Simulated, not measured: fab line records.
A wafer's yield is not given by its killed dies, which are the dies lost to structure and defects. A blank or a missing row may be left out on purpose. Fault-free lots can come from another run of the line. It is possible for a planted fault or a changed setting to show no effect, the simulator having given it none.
fab line records + flow rit_cmos
[record]
- lots = 14
- wafers = 42
- last_day = 8
route steps=202 shown PWELL@47 M1@202
lots that met no fault: taken from a fault-free run of the same line
start_h: the number of hours between the record's first day and the start of the first shown wafer of the lot + wait_h: hours from the lot's prior step to this one + " as in the row above + L1.1+2: a row that stands for several wafers + - value missing, or start not given + * or withheld: withheld + < > ~ a bound
route shown NAME@n: NAME is a module with steps in the file, n the number in the route of the first one + usual: mean/standard deviation of fault-free wafers + same: alike in all rows + chamber/n: place in a boat + sites: each site's reading + _std_site: their standard deviation + _edge_site: inner sites' mean taken away from outer sites' mean + radius_mm: how far each site lies from the wafer's centre + mask NAME#n: copy n + behind: the most recent tool/chamber to have shaped the wafer + hold: why the lot was held/for how many hours/how that ended + device: transistor that didn't switch, given as n, p or np + end of line: the route-end tests of the same wafers + where a step has no rows: the recipe by itself + killed: dies lost to structure and defects at the first sort, not the wafer's yield + map: the dies of a wafer, with x for killed, . for not killed, _ for no die there
set.NAME: the run value of the setting; set.NAME@STEP: its run value at that earlier step + model.NAME: the simulator's own value behind a step, which no gauge read
steps of the route over a sample of lots; a table a step, a row a wafer
services: from which hour (start_h, from the record's first day; less than 0 if before it) a tool's chamber was out of use, for how many hours, and why
[[steps]]
[step RIT_PWELL_IMPLANT_08]
[recipe]
- species = B
- energy_kev = 170
- dose_cm2 = 7e+13
- tilt_deg = 7
[usual]
- dose_ions_cm2 = 7e+13/7.8e+10
- faraday_current_uA = 222/4.1
- tilt_deg = 6.994/0.019
| lot.wafer | tool         | chamber | start_h | wait_h | dose_ions_cm2 | faraday_current_uA | tilt_deg |
|-----------|--------------|---------|---------|--------|---------------|--------------------|----------|
| L503.2    | implanter-02 | 0       | 23.87   | 0.2    | 7.004e+13     | 222                | 6.955    |
| L503.3    | "            | 0       | "       | "      | 7.007e+13     | 227                | 6.959    |
| L503.5    | "            | 0       | "       | "      | 7.008e+13     | 223                | 6.963    |
| L504.1    | implanter-04 | 0       | 29.04   | 0.2    | 7.002e+13     | 222                | 6.991    |
| L504.2    | "            | 0       | "       | "      | 6.997e+13     | 222                | 7.015    |
| L504.4    | "            | 0       | "       | "      | 6.992e+13     | 225                | 6.982    |
| L505.1    | implanter-04 | 0       | 34.60   | 0.2    | 6.989e+13     | 221                | 7.008    |
| L505.2    | "            | 0       | "       | "      | 7.002e+13     | 214                | 6.997    |
| L505.6    | "            | 0       | "       | "      | 7.006e+13     | 224                | 7.006    |
| L506.2    | implanter-04 | 0       | 37.18   | 0.2    | 3.553e+13     | 111                | 7.006    |
| L506.4    | "            | 0       | "       | "      | 3.551e+13     | 111                | 7.018    |
| L506.6    | "            | 0       | "       | "      | 3.553e+13     | 113                | 6.975    |
| L507.2    | implanter-04 | 0       | 43.39   | 0.2    | 3.554e+13     | 111                | 7.012    |
| L507.3    | "            | 0       | "       | "      | 3.553e+13     | 113                | 7.001    |
| L507.5    | "            | 0       | "       | "      | 3.561e+13     | 116                | 6.995    |
| L508.2    | implanter-02 | 0       | 47.38   | 0.2    | 6.986e+13     | 223                | 6.952    |
| L508.3    | "            | 0       | "       | "      | 6.997e+13     | 222                | 6.982    |
| L508.5    | "            | 0       | "       | "      | 6.996e+13     | 219                | 6.977    |
| L509.1    | implanter-03 | 0       | 53.23   | 0.2    | 7.002e+13     | 215                | 7.009    |
| L509.4    | "            | 0       | "       | "      | 7.012e+13     | 219                | 7.019    |
| L509.6    | "            | 0       | "       | "      | 7.009e+13     | 225                | 7.009    |
| L515.2    | implanter-03 | 0       | 83.21   | 0.2    | 7.002e+13     | 231                | 6.985    |
| L515.4    | "            | 0       | "       | "      | 6.991e+13     | 228                | 6.981    |
| L515.6    | "            | 0       | "       | "      | 6.997e+13     | 219                | 6.959    |
| L516.1    | implanter-03 | 0       | 88.25   | 0.2    | 6.99e+13      | 220                | 6.960    |
| L516.3    | "            | 0       | "       | "      | 6.992e+13     | 218                | 7.029    |
| L516.4    | "            | 0       | "       | "      | 6.992e+13     | 217                | 6.974    |
| L518.1    | implanter-02 | 0       | 98.93   | 0.2    | 6.998e+13     | 226                | 6.992    |
| L518.5    | "            | 0       | "       | "      | 7.009e+13     | 220                | 6.997    |
| L518.6    | "            | 0       | "       | "      | 7.002e+13     | 221                | 6.986    |
| L523.1    | implanter-02 | 0       | 125.20  | 0.2    | 6.989e+13     | 222                | 6.976    |
| L523.5    | "            | 0       | "       | "      | 7.003e+13     | 208                | 6.988    |
| L523.6    | "            | 0       | "       | "      | 7e+13         | 226                | 7.009    |
| L524.3    | implanter-04 | 0       | 129.72  | 0.2    | 6.999e+13     | 224                | 7.016    |
| L524.4    | "            | 0       | "       | "      | 7e+13         | 222                | 6.987    |
| L524.5    | "            | 0       | "       | "      | 7.02e+13      | 223                | 6.993    |
| L525.1    | implanter-04 | 0       | 137.62  | 0.2    | 7.007e+13     | 228                | 6.995    |
| L525.3    | "            | 0       | "       | "      | 7.004e+13     | 224                | 6.995    |
| L525.5    | "            | 0       | "       | "      | 6.997e+13     | 219                | 6.980    |
| L526.1    | implanter-03 | 0       | 141.66  | 0.2    | 6.997e+13     | 216                | 7.041    |
| L526.2    | "            | 0       | "       | "      | 6.989e+13     | 228                | 6.996    |
| L526.3    | "            | 0       | "       | "      | 7.007e+13     | 217                | 6.998    |
[step RIT_PWELL_TW_MEAS_10]
[usual]
- PWELL_TW = 947/11
| lot.wafer | tool          | chamber | start_h | wait_h | hold                     | PWELL_TW |
|-----------|---------------|---------|---------|--------|--------------------------|----------|
| L503.2    | film_metro-02 | -       | 24.18   | 0.1    | -                        | 947      |
| L503.3    | "             | -       | "       | "      | -                        | 943      |
| L503.5    | "             | -       | "       | "      | -                        | 947      |
| L504.1    | film_metro-02 | -       | 29.37   | 0.1    | -                        | 946      |
| L504.2    | "             | -       | "       | "      | -                        | 946      |
| L504.4    | "             | -       | "       | "      | -                        | 951      |
| L505.1    | film_metro-04 | -       | 34.92   | 0.1    | -                        | 944      |
| L505.2    | "             | -       | "       | "      | -                        | 936      |
| L505.6    | "             | -       | "       | "      | -                        | 945      |
| L506.2    | film_metro-01 | -       | 37.49   | 0.1    | await_dispo/0.2h/release | 771      |
| L506.4    | "             | -       | "       | "      | await_dispo/0.2h/release | 771      |
| L506.6    | "             | -       | "       | "      | await_dispo/0.2h/release | 771      |
| L506.2    | film_metro-01 | -       | 37.72   | 0.2    | -                        | 773      |
| L506.4    | "             | -       | "       | "      | -                        | 771      |
| L506.6    | "             | -       | "       | "      | -                        | 774      |
| L507.2    | film_metro-04 | -       | 43.70   | 0.1    | await_dispo/0.2h/release | 750      |
| L507.3    | "             | -       | "       | "      | await_dispo/0.2h/release | 749      |
| L507.5    | "             | -       | "       | "      | await_dispo/0.2h/release | 754      |
| L507.2    | film_metro-04 | -       | 43.92   | 0.2    | -                        | 753      |
| L507.3    | "             | -       | "       | "      | -                        | 749      |
| L507.5    | "             | -       | "       | "      | -                        | 755      |
| L508.2    | film_metro-01 | -       | 47.69   | 0.1    | -                        | 963      |
| L508.3    | "             | -       | "       | "      | -                        | 961      |
| L508.5    | "             | -       | "       | "      | -                        | 961      |
| L509.1    | film_metro-01 | -       | 53.55   | 0.1    | -                        | 967      |
| L509.4    | "             | -       | "       | "      | -                        | 966      |
| L509.6    | "             | -       | "       | "      | -                        | 966      |
| L515.2    | film_metro-02 | -       | 83.52   | 0.1    | -                        | 940      |
| L515.4    | "             | -       | "       | "      | -                        | 943      |
| L515.6    | "             | -       | "       | "      | -                        | 941      |
| L516.1    | film_metro-01 | -       | 88.57   | 0.1    | -                        | 963      |
| L516.3    | "             | -       | "       | "      | -                        | 962      |
| L516.4    | "             | -       | "       | "      | -                        | 963      |
| L518.1    | film_metro-01 | -       | 99.25   | 0.1    | -                        | 963      |
| L518.5    | "             | -       | "       | "      | -                        | 964      |
| L518.6    | "             | -       | "       | "      | -                        | 967      |
| L523.1    | film_metro-04 | -       | 125.52  | 0.1    | -                        | 947      |
| L523.5    | "             | -       | "       | "      | -                        | 946      |
| L523.6    | "             | -       | "       | "      | -                        | 941      |
| L524.3    | film_metro-01 | -       | 130.02  | 0.1    | -                        | 968      |
| L524.4    | "             | -       | "       | "      | -                        | 965      |
| L524.5    | "             | -       | "       | "      | -                        | 964      |
| L525.1    | film_metro-04 | -       | 137.94  | 0.1    | -                        | 941      |
| L525.3    | "             | -       | "       | "      | -                        | 944      |
| L525.5    | "             | -       | "       | "      | -                        | 944      |
| L526.1    | film_metro-02 | -       | 141.99  | 0.1    | -                        | 938      |
| L526.2    | "             | -       | "       | "      | -                        | 934      |
| L526.3    | "             | -       | "       | "      | -                        | 935      |
[step RIT_WELLDRIVE_RS_MEAS_02]
[recipe]
- thk_meas_gauge = four-point-probe
[usual]
- PWELL_RS = 429.7/1.1
| lot.wafer | tool          | chamber | start_h | wait_h | hold                     | PWELL_RS[ohm/sq] |
|-----------|---------------|---------|---------|--------|--------------------------|------------------|
| L503.2    | film_metro-04 | -       | 29.45   | 0.1    | -                        | 427.8            |
| L503.3    | "             | -       | "       | "      | -                        | 429.3            |
| L503.5    | "             | -       | "       | "      | -                        | 428.9            |
| L504.1    | film_metro-02 | -       | 34.63   | 0.1    | -                        | 430.4            |
| L504.2    | "             | -       | "       | "      | -                        | 429.7            |
| L504.4    | "             | -       | "       | "      | -                        | 429.7            |
| L505.1    | film_metro-02 | -       | 40.19   | 0.1    | -                        | 429.1            |
| L505.2    | "             | -       | "       | "      | -                        | 429.8            |
| L505.6    | "             | -       | "       | "      | -                        | 427.9            |
| L506.2    | film_metro-01 | -       | 51.15   | 0.1    | await_dispo/0.2h/release | 668.7            |
| L506.4    | "             | -       | "       | "      | await_dispo/0.2h/release | 670.6            |
| L506.6    | "             | -       | "       | "      | await_dispo/0.2h/release | 674.5            |
| L506.2    | film_metro-01 | -       | 51.43   | 0.3    | -                        | 668.5            |
| L506.4    | "             | -       | "       | "      | -                        | 672.7            |
| L506.6    | "             | -       | "       | "      | -                        | 673.6            |
| L507.2    | film_metro-04 | -       | 52.71   | 0.1    | await_dispo/0.2h/release | 675.2            |
| L507.3    | "             | -       | "       | "      | await_dispo/0.2h/release | 678.1            |
| L507.5    | "             | -       | "       | "      | await_dispo/0.2h/release | 674.7            |
| L507.2    | film_metro-04 | -       | 53.03   | 0.3    | -                        | 675.1            |
| L507.3    | "             | -       | "       | "      | -                        | 678.0            |
| L507.5    | "             | -       | "       | "      | -                        | 674.6            |
| L508.2    | film_metro-01 | -       | 54.64   | 0.1    | -                        | 429.8            |
| L508.3    | "             | -       | "       | "      | -                        | 429.2            |
| L508.5    | "             | -       | "       | "      | -                        | 429.4            |
| L509.1    | film_metro-02 | -       | 58.81   | 0.1    | -                        | 432.0            |
| L509.4    | "             | -       | "       | "      | -                        | 429.6            |
| L509.6    | "             | -       | "       | "      | -                        | 430.5            |
| L515.2    | film_metro-04 | -       | 88.86   | 0.1    | -                        | 431.5            |
| L515.4    | "             | -       | "       | "      | -                        | 431.4            |
| L515.6    | "             | -       | "       | "      | -                        | 430.6            |
| L516.1    | film_metro-04 | -       | 93.93   | 0.1    | -                        | 429.2            |
| L516.3    | "             | -       | "       | "      | -                        | 429.0            |
| L516.4    | "             | -       | "       | "      | -                        | 430.3            |
| L518.1    | film_metro-01 | -       | 105.12  | 0.1    | -                        | 430.1            |
| L518.5    | "             | -       | "       | "      | -                        | 428.7            |
| L518.6    | "             | -       | "       | "      | -                        | 429.0            |
| L523.1    | film_metro-02 | -       | 133.56  | 0.1    | -                        | 428.1            |
| L523.5    | "             | -       | "       | "      | -                        | 428.0            |
| L523.6    | "             | -       | "       | "      | -                        | 427.9            |
| L524.3    | film_metro-04 | -       | 136.28  | 0.1    | -                        | 428.9            |
| L524.4    | "             | -       | "       | "      | -                        | 429.4            |
| L524.5    | "             | -       | "       | "      | -                        | 428.6            |
| L525.1    | film_metro-02 | -       | 145.40  | 0.1    | -                        | 429.3            |
| L525.3    | "             | -       | "       | "      | -                        | 429.8            |
| L525.5    | "             | -       | "       | "      | -                        | 429.4            |
| L526.1    | film_metro-04 | -       | 150.49  | 0.1    | -                        | 430.5            |
| L526.2    | "             | -       | "       | "      | -                        | 430.0            |
| L526.3    | "             | -       | "       | "      | -                        | 429.7            |
[step RIT_M1_PROBE_99]
[usual]
- defect_limited_yield = 97.5/1.1
- killed_at_M0_to_M3 = 0.0/0.14
- killed_at_contacts = 0.1/0.3
- killed_at_front_end = 6.5/2.9
- killed_dies = 6.6/3
- killed_open = 3.3/2
- killed_short = 3.3/1.9
- sort_bin_3_pad_short = 0.1/0.2
- sort_bin_5_function = 1.4/0.78
- sort_bin_6_memory = 1.0/0.71
- sort_n_pass = 257.4/3
- sort_yield_pct = 97.5/1.1
[same]
- gross_dies = 264
- killed_at_M4_up = 0
- killed_at_back_side = 0
- killed_at_other = 0
| lot.wafer | tool      | chamber | start_h | wait_h | defect_limited_yield[%] | killed_at_M0_to_M3 | killed_at_contacts | killed_at_front_end | killed_dies | killed_open | killed_short | sort_bin_3_pad_short[%] | sort_bin_5_function[%] | sort_bin_6_memory[%] | sort_n_pass | sort_yield_pct[%] |
|-----------|-----------|---------|---------|--------|-------------------------|--------------------|--------------------|---------------------|-------------|-------------|--------------|-------------------------|------------------------|----------------------|-------------|-------------------|
| L503.2    | prober-01 | -       | 63.72   | 0.1    | 97.7                    | 0                  | 0                  | 6                   | 6           | 1           | 5            | 0.4                     | 0.4                    | 1.5                  | 258.0       | 97.7              |
| L503.3    | prober-01 | -       | 63.77   | 0.2    | 98.5                    | 0                  | 0                  | 4                   | 4           | 3           | 1            | 0                       | 1.5                    | 0                    | 260.0       | 98.5              |
| L503.5    | prober-01 | -       | 63.87   | 0.2    | 97.3                    | 0                  | 1                  | 6                   | 7           | 4           | 3            | 0                       | 1.5                    | 1.1                  | 257.0       | 97.3              |
| L504.1    | prober-02 | -       | 66.18   | 0.1    | 98.5                    | 0                  | 0                  | 4                   | 4           | 3           | 1            | 0                       | 0.8                    | 0.8                  | 260.0       | 98.5              |
| L504.2    | prober-02 | -       | 66.23   | 0.1    | 95.5                    | 0                  | 0                  | 12                  | 12          | 5           | 7            | 0.4                     | 2.3                    | 1.9                  | 252.0       | 95.5              |
| L504.4    | prober-02 | -       | 66.33   | 0.2    | 98.5                    | 0                  | 0                  | 4                   | 4           | 2           | 2            | 0                       | 0.8                    | 0.8                  | 260.0       | 98.5              |
| L505.1    | prober-01 | -       | 70.48   | 0.1    | 97.7                    | 0                  | 0                  | 6                   | 6           | 4           | 2            | 0                       | 1.9                    | 0.4                  | 258.0       | 97.7              |
| L505.2    | prober-01 | -       | 70.53   | 0.1    | 98.1                    | 0                  | 0                  | 5                   | 5           | 1           | 4            | 0.4                     | 0.8                    | 0.8                  | 259.0       | 98.1              |
| L505.6    | prober-01 | -       | 70.73   | 0.2    | 96.6                    | 0                  | 0                  | 9                   | 9           | 3           | 6            | 0.4                     | 1.5                    | 1.5                  | 255.0       | 96.6              |
| L508.2    | prober-02 | -       | 83.72   | 0.1    | 96.6                    | 0                  | 0                  | 9                   | 9           | 5           | 4            | 0                       | 1.1                    | 2.3                  | 255.0       | 96.6              |
| L508.3    | prober-02 | -       | 83.77   | 0.2    | 95.5                    | 0                  | 0                  | 12                  | 12          | 6           | 6            | 0.4                     | 2.3                    | 1.9                  | 252.0       | 95.5              |
| L508.5    | prober-02 | -       | 83.87   | 0.2    | 96.2                    | 0                  | 0                  | 10                  | 10          | 7           | 3            | 0.4                     | 1.1                    | 2.3                  | 254.0       | 96.2              |
| L509.1    | prober-01 | -       | 86.64   | 0.1    | 96.2                    | 0                  | 0                  | 10                  | 10          | 7           | 3            | 0                       | 2.3                    | 1.5                  | 254.0       | 96.2              |
| L509.4    | prober-01 | -       | 86.79   | 0.2    | 98.1                    | 0                  | 0                  | 5                   | 5           | 3           | 2            | 0                       | 0.8                    | 1.1                  | 259.0       | 98.1              |
| L509.6    | prober-01 | -       | 86.89   | 0.2    | 96.6                    | 0                  | 0                  | 9                   | 9           | 4           | 5            | 0.4                     | 1.5                    | 1.5                  | 255.0       | 96.6              |
| L515.2    | prober-01 | -       | 116.43  | 0.1    | 99.2                    | 0                  | 0                  | 2                   | 2           | 1           | 1            | 0                       | 0.4                    | 0.4                  | 262.0       | 99.2              |
| L515.4    | prober-01 | -       | 116.53  | 0.2    | 98.1                    | 0                  | 0                  | 5                   | 5           | 3           | 2            | 0.4                     | 0.8                    | 0.8                  | 259.0       | 98.1              |
| L515.6    | prober-01 | -       | 116.63  | 0.2    | 95.5                    | 0                  | 0                  | 12                  | 12          | 7           | 5            | 0                       | 3.0                    | 1.5                  | 252.0       | 95.5              |
| L516.1    | prober-02 | -       | 123.16  | 0.1    | 98.5                    | 0                  | 0                  | 4                   | 4           | 1           | 3            | 0                       | 1.1                    | 0.4                  | 260.0       | 98.5              |
| L516.3    | prober-02 | -       | 123.26  | 0.2    | 96.6                    | 1                  | 1                  | 7                   | 9           | 6           | 3            | 0                       | 2.3                    | 1.1                  | 255.0       | 96.6              |
| L516.4    | prober-02 | -       | 123.31  | 0.2    | 98.9                    | 0                  | 0                  | 3                   | 3           | 2           | 1            | 0                       | 0.4                    | 0.8                  | 261.0       | 98.9              |
| L518.1    | prober-02 | -       | 136.72  | 0.1    | 97.0                    | 0                  | 0                  | 8                   | 8           | 4           | 4            | 0.4                     | 1.1                    | 1.5                  | 256.0       | 97.0              |
| L518.5    | prober-02 | -       | 136.92  | 0.2    | 97.3                    | 0                  | 0                  | 7                   | 7           | 3           | 4            | 0                       | 0.4                    | 2.3                  | 257.0       | 97.3              |
| L518.6    | prober-02 | -       | 136.97  | 0.2    | 94.3                    | 0                  | 0                  | 15                  | 15          | 7           | 8            | 0                       | 3.0                    | 2.7                  | 249.0       | 94.3              |
| L523.1    | prober-01 | -       | 166.92  | 0.1    | 97.7                    | 0                  | 0                  | 6                   | 6           | 4           | 2            | 0                       | 0.4                    | 1.9                  | 258.0       | 97.7              |
| L523.5    | prober-01 | -       | 167.12  | 0.2    | 96.2                    | 0                  | 0                  | 10                  | 10          | 3           | 7            | 0                       | 1.1                    | 2.7                  | 254.0       | 96.2              |
| L523.6    | prober-01 | -       | 167.17  | 0.2    | 98.9                    | 0                  | 0                  | 3                   | 3           | 1           | 2            | 0.4                     | 0.4                    | 0.4                  | 261.0       | 98.9              |
| L524.3    | prober-02 | -       | 171.53  | 0.2    | 96.6                    | 0                  | 0                  | 9                   | 9           | 3           | 6            | 0.4                     | 1.5                    | 1.5                  | 255.0       | 96.6              |
| L524.4    | prober-02 | -       | 171.58  | 0.2    | 98.1                    | 0                  | 0                  | 5                   | 5           | 2           | 3            | 0.8                     | 1.1                    | 0                    | 259.0       | 98.1              |
| L524.5    | prober-02 | -       | 171.63  | 0.2    | 97.3                    | 0                  | 0                  | 7                   | 7           | 5           | 2            | 0                       | 0.8                    | 1.9                  | 257.0       | 97.3              |
| L525.1    | prober-01 | -       | 177.53  | 0.1    | 97.7                    | 0                  | 0                  | 6                   | 6           | 4           | 2            | 0                       | 2.3                    | 0                    | 258.0       | 97.7              |
| L525.3    | prober-01 | -       | 177.63  | 0.2    | 97.0                    | 0                  | 0                  | 8                   | 8           | 5           | 3            | 0                       | 1.9                    | 1.1                  | 256.0       | 97.0              |
| L525.5    | prober-01 | -       | 177.73  | 0.2    | 97.3                    | 0                  | 1                  | 6                   | 7           | 5           | 2            | 0                       | 1.5                    | 1.1                  | 257.0       | 97.3              |
| L526.1    | prober-02 | -       | 184.11  | 0.1    | 98.1                    | 0                  | 0                  | 5                   | 5           | 0           | 5            | 0.4                     | 0.8                    | 0.8                  | 259.0       | 98.1              |
| L526.2    | prober-02 | -       | 184.16  | 0.1    | 98.5                    | 0                  | 1                  | 3                   | 4           | 2           | 2            | 0                       | 1.1                    | 0.4                  | 260.0       | 98.5              |
| L526.3    | prober-02 | -       | 184.21  | 0.2    | 97.7                    | 0                  | 0                  | 6                   | 6           | 2           | 4            | 0                       | 0.8                    | 1.5                  | 258.0       | 97.7              |
// killed by level:class
L503.2 GATE:geometric_particle:short=4 FOX1:geometric_particle:short=1 GATE:geometric_particle:open=1
L503.3 FOX1:geometric_particle:open=3 GATE:geometric_particle:short=1
L503.5 FOX1:geometric_particle:open=2 GATE:geometric_particle:short=1 SPACER:geometric_particle:open=1 SPACER:geometric_particle:short=1 SILICIDE:geometric_particle:open=1 CONTACT:geometric_particle:short=1
L504.1 GATE:geometric_particle:open=1 GATE:geometric_particle:short=1 REOX:geometric_particle:open=1 SPACER:geometric_particle:open=1
L504.2 GATE:geometric_particle:short=6 GATE:geometric_particle:open=4 REOX:geometric_particle:open=1 REOX:geometric_particle:short=1
L504.4 GATE:geometric_particle:short=2 GATE:geometric_particle:open=2
L505.1 SPACER:geometric_particle:open=2 GATE:geometric_particle:open=1 GATE:geometric_particle:short=1 SILICIDE:geometric_particle:open=1 SILICIDE:geometric_particle:short=1
L505.2 SPACER:geometric_particle:short=2 FOX2:geometric_particle:short=1 SPACER:geometric_particle:open=1 SILICIDE:geometric_particle:short=1
L505.6 GATE:geometric_particle:short=3 FOX2:geometric_particle:short=1 FOX2:geometric_particle:open=1 GATE:geometric_particle:open=1 REOX:geometric_particle:short=1 SPACER:geometric_particle:short=1 SILICIDE:geometric_particle:open=1
L508.2 GATE:geometric_particle:open=3 GATE:geometric_particle:short=2 SILICIDE:geometric_particle:open=2 SILICIDE:geometric_particle:short=2
L508.3 GATE:geometric_particle:short=4 SILICIDE:geometric_particle:open=3 REOX:geometric_particle:open=2 SILICIDE:geometric_particle:short=2 GATE:geometric_particle:open=1
L508.5 GATE:geometric_particle:open=3 SILICIDE:geometric_particle:open=3 SILICIDE:geometric_particle:short=2 GATE:geometric_particle:short=1 REOX:geometric_particle:open=1
L509.1 FOX1:geometric_particle:short=2 FOX1:geometric_particle:open=2 SILICIDE:geometric_particle:open=2 FOX2:geometric_particle:open=1 GATE:geometric_particle:open=1 SPACER:geometric_particle:short=1 SPACER:geometric_particle:open=1
L509.4 GATE:geometric_particle:open=2 ACTIVE:geometric_particle:short=1 SILICIDE:geometric_particle:open=1 SILICIDE:geometric_particle:short=1
L509.6 FOX2:geometric_particle:open=2 FOX2:geometric_particle:short=2 SPACER:geometric_particle:short=2 FOX1:geometric_particle:open=1 SPACER:geometric_particle:open=1 SILICIDE:geometric_particle:short=1
L515.2 FOX1:geometric_particle:short=1 GATE:geometric_particle:open=1
L515.4 GATE:geometric_particle:open=2 FOX1:geometric_particle:short=1 REOX:geometric_particle:open=1 SPACER:geometric_particle:short=1
L515.6 REOX:geometric_particle:open=4 GATE:geometric_particle:short=2 FOX1:geometric_particle:short=1 FOX1:geometric_particle:open=1 GATE:geometric_particle:open=1 SPACER:geometric_particle:short=1 SILICIDE:geometric_particle:open=1 SILICIDE:geometric_particle:short=1
L516.1 FOX1:geometric_particle:short=1 FOX2:geometric_particle:short=1 GATE:geometric_particle:short=1 GATE:geometric_particle:open=1
L516.3 GATE:geometric_particle:open=4 FOX1:geometric_particle:short=1 SPACER:geometric_particle:open=1 SPACER:geometric_particle:short=1 CONTACT:geometric_particle:open=1 M1:geometric_particle:short=1
L516.4 GATE:geometric_particle:short=1 GATE:geometric_particle:open=1 SPACER:geometric_particle:open=1
L518.1 REOX:geometric_particle:short=4 GATE:geometric_particle:open=2 FOX1:geometric_particle:open=1 REOX:geometric_particle:open=1
L518.5 REOX:geometric_particle:open=2 FOX1:geometric_particle:short=1 FOX2:geometric_particle:open=1 FOX2:geometric_particle:short=1 GATE:geometric_particle:short=1 SPACER:geometric_particle:short=1
L518.6 FOX2:geometric_particle:open=3 GATE:geometric_particle:short=3 FOX1:geometric_particle:short=2 REOX:geometric_particle:short=2 FOX1:geometric_particle:open=1 FOX2:geometric_particle:short=1 GATE:geometric_particle:open=1 REOX:geometric_particle:open=1
L523.1 FOX1:geometric_particle:open=2 SILICIDE:geometric_particle:open=2 FOX2:geometric_particle:short=1 SILICIDE:geometric_particle:short=1
L523.5 FOX1:geometric_particle:short=3 FOX1:geometric_particle:open=1 FOX2:geometric_particle:open=1 FOX2:geometric_particle:short=1 GATE:geometric_particle:open=1 GATE:geometric_particle:short=1 SPACER:geometric_particle:short=1 SILICIDE:geometric_particle:short=1
L523.6 SPACER:geometric_particle:short=2 GATE:geometric_particle:open=1
L524.3 FOX1:geometric_particle:short=3 FOX1:geometric_particle:open=2 GATE:geometric_particle:open=1 GATE:geometric_particle:short=1 REOX:geometric_particle:short=1 SPACER:geometric_particle:short=1
L524.4 GATE:geometric_particle:open=2 FOX1:geometric_particle:short=1 FOX2:geometric_particle:short=1 SPACER:geometric_particle:short=1
L524.5 GATE:geometric_particle:open=2 SILICIDE:geometric_particle:short=2 FOX1:geometric_particle:open=1 FOX2:geometric_particle:open=1 SILICIDE:geometric_particle:open=1
L525.1 GATE:geometric_particle:open=3 GATE:geometric_particle:short=1 REOX:geometric_particle:short=1 SILICIDE:geometric_particle:open=1
L525.3 GATE:geometric_particle:open=2 SPACER:geometric_particle:open=2 FOX1:geometric_particle:short=1 FOX2:geometric_particle:open=1 GATE:geometric_particle:short=1 SPACER:geometric_particle:short=1
L525.5 REOX:geometric_particle:open=2 FOX1:geometric_particle:short=1 GATE:geometric_particle:open=1 GATE:geometric_particle:short=1 SILICIDE:geometric_particle:open=1 CONTACT:geometric_particle:open=1
L526.1 GATE:geometric_particle:short=2 REOX:geometric_particle:short=2 SPACER:geometric_particle:short=1
L526.2 GATE:geometric_particle:short=1 REOX:geometric_particle:open=1 SILICIDE:geometric_particle:open=1 CONTACT:geometric_particle:short=1
L526.3 GATE:geometric_particle:open=2 GATE:geometric_particle:short=2 ACTIVE:geometric_particle:short=1 REOX:geometric_particle:short=1
[[services]]
| tool         | chamber | start_h | hours | kind |
|--------------|---------|---------|-------|------|
| implanter-02 | -       | 67.45   | 3.0   | pm   |
| implanter-03 | -       | 92.67   | 2.3   | pm   |
[[key]]
[first_sign]
- step = RIT_PWELL_IMPLANT_08
- reading = dose_ions_cm2
- direction = down
- sigmas = 99+
- usual = 7e+13
- struck = 3.554e+13
[effect]
- step = RIT_PWELL_IMPLANT_08
- reading = faraday_current_uA
- direction = down
- sigmas = 27
- usual = 222
- struck = 113
[effect]
- step = RIT_PWELL_TW_MEAS_10
- reading = visit
- direction = added
[effect]
- step = RIT_PWELL_TW_MEAS_10
- reading = PWELL_TW
- direction = down
- sigmas = 17
- usual = 947
- struck = 761
[effect]
- step = RIT_WELLDRIVE_RS_MEAS_02
- reading = visit
- direction = added
[effect]
- step = RIT_WELLDRIVE_RS_MEAS_02
- reading = PWELL_RS
- direction = up
- sigmas = 99+
- usual = 429.7
- struck = 673.6
met_at RIT_PWELL_IMPLANT_08
struck_lots L506,L507
scrapped_behind RIT_WELLDRIVE_RS_MEAS_02 L506.2,L506.4,L506.6,L507.2,L507.3,L507.5
onset_between 34.60 37.18
[fault]
- kind = process_parameter_drift
- tool = implanter-04
- chamber = -
- onset_h = 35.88
- steps = RIT_PWELL_IMPLANT_08
- channel = dose_cm2
- offset = -3.4392e+13
- shape = step
- end_h = 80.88
- acts_in = these_recipes_only
- stated = 7e+13
